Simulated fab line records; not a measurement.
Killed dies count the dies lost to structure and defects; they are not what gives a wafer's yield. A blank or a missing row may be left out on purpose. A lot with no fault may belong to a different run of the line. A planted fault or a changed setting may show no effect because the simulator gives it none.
Split-lot experiment + flow berkeley-cmos170 + 23 wafers read across 5 lots, on a route 331 steps long

THE SPLIT ITSELF
At UCB170_PSD_EXPOSE_03 (exposes mask PSELECT MOD, target cd 1200 nm), the setting dose-mj was moved away from the recipe's 30 on 9 of the 23 wafers read, by -5.0% to +6.9%. The other wafers ran this setting at the recipe's value.

FROM THE SPLIT TO THE READING: what the file shows between them, 2 steps
- UCB170_PSD_PEB_04
- UCB170_PSD_DEVELOP_05: develop time 46.88 s

THE READING
cd-nm, in nm, at UCB170_PSD_CD_MEAS_06 (target cd 1200 nm). Fault-free wafers of this fab line usually give 1200.7 nm, standard deviation 1.3 nm.

| wafer  | tool, chamber at the split | dose-mj as run | against the recipe | cd-nm, nm | against lot-mates on the recipe |
|--------|----------------------------|----------------|--------------------|-----------|---------------------------------|
| L075.2 | krf-scanner-01, 0          | 30             | recipe             | 1201.1    | -                               |
| L075.3 | krf-scanner-01, 0          | 30             | recipe             | 1199.8    | -                               |
| L075.4 | krf-scanner-01, 0          | 30             | recipe             | 1199.0    | -                               |
| L075.5 | krf-scanner-01, 0          | 30             | recipe             | 1198.7    | -                               |
| L075.6 | krf-scanner-01, 0          | 30             | recipe             | 1199.5    | -                               |
| L078.2 | krf-scanner-01, 0          | 30             | recipe             | 1201.9    | -                               |
| L078.3 | krf-scanner-01, 0          | 32.08          | +6.9%              | 1215.0    | +13.0                           |
| L078.4 | krf-scanner-01, 0          | 32.08          | +6.9%              | 1213.2    | +11.2                           |
| L078.5 | krf-scanner-01, 0          | 30             | recipe             | 1202.0    | -                               |
| L078.6 | krf-scanner-01, 0          | 32.08          | +6.9%              | 1213.3    | +11.3                           |
| L077.1 | krf-scanner-02, 0          | 30             | recipe             | 1199.2    | -                               |
| L077.2 | krf-scanner-02, 0          | 30             | recipe             | 1199.3    | -                               |
| L077.3 | krf-scanner-02, 0          | 28.51          | -5.0%              | 1190.4    | -8.8                            |
| L077.4 | krf-scanner-02, 0          | 28.51          | -5.0%              | 1190.7    | -8.5                            |
| L077.6 | krf-scanner-02, 0          | 28.51          | -5.0%              | 1189.5    | -9.8                            |
| L080.1 | krf-scanner-02, 0          | 30             | recipe             | 1199.1    | -                               |
| L080.2 | krf-scanner-02, 0          | 29.19          | -2.7%              | 1196.3    | -3.0                            |
| L080.3 | krf-scanner-02, 0          | 29.19          | -2.7%              | 1195.6    | -3.7                            |
| L080.4 | krf-scanner-02, 0          | 29.19          | -2.7%              | 1195.1    | -4.2                            |
| L080.6 | krf-scanner-02, 0          | 30             | recipe             | 1199.4    | -                               |
| L082.3 | krf-scanner-02, 0          | 30             | recipe             | 1198.7    | -                               |
| L082.5 | krf-scanner-02, 0          | 30             | recipe             | 1199.2    | -                               |
| L082.6 | krf-scanner-02, 0          | 30             | recipe             | 1200.1    | -                               |

THE FIT
A straight line over all 23 wafers: cd-nm changes by +1.95 nm for each +1% of dose-mj; r = +0.99; the points scatter about the line by 1 nm.
The same after taking each lot's own level away (the mean of its wafers on the recipe; 23 wafers): +1.71 nm for each +1%; r = +0.99; scatter 0.76 nm.
On that fit, the largest move of dose-mj shifts the reading by 12 nm.
The lots' own levels span 1199.25 to 1201.95 nm, that is 2.1 times the standard deviation above.
In other words, the slope is changed by the lot-to-lot level; the two fits disagree.
Check: +11.6 nm against its lot-mates is what the line predicts for one of the wafers moved furthest among these (+6.9%) when that wafer is left out of the fit. Against them it came out at +13 nm.

THE OTHER SPLITS THESE WAFERS WENT THROUGH
Note: prior to the reading, these wafers also went through further splits. Each is held against what the fit with the lots' levels taken away leaves over:
| other split on the same wafers    | wafers away from the commonest value | r with cd-nm (lot level and that fit taken away) |
|-----------------------------------|--------------------------------------|--------------------------------------------------|
| UCB170_PLDD_PEB_04 peb-temp-c     | 8                                    | +0.30                                            |
| UCB170_NLDD_IMPLANT_09 energy-kev | 11                                   | -0.10                                            |
| UCB170_SPACER_ANNEAL_02 temp-c    | 10                                   | +0.40                                            |

THE WHOLE CHAIN: every reading that the file lists as answering this split, in the file's order
| step                  | what it does         | reading                                                    | change (the file's fit)              | r (the file's) |
|-----------------------|----------------------|------------------------------------------------------------|--------------------------------------|----------------|
| UCB170_PSD_DEVELOP_05 | develop time 46.88 s | PSD.cd-nm (the simulator's own value, which no gauge read) | +1.76 nm for each +1% of the setting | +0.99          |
| UCB170_PSD_CD_MEAS_06 | target cd 1200 nm    | cd-nm                                                      | +1.71 nm for each +1% of the setting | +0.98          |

THE FILE'S OWN FIT
cd-nm changes by +1.71 nm for each +1% of dose-mj, r = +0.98.
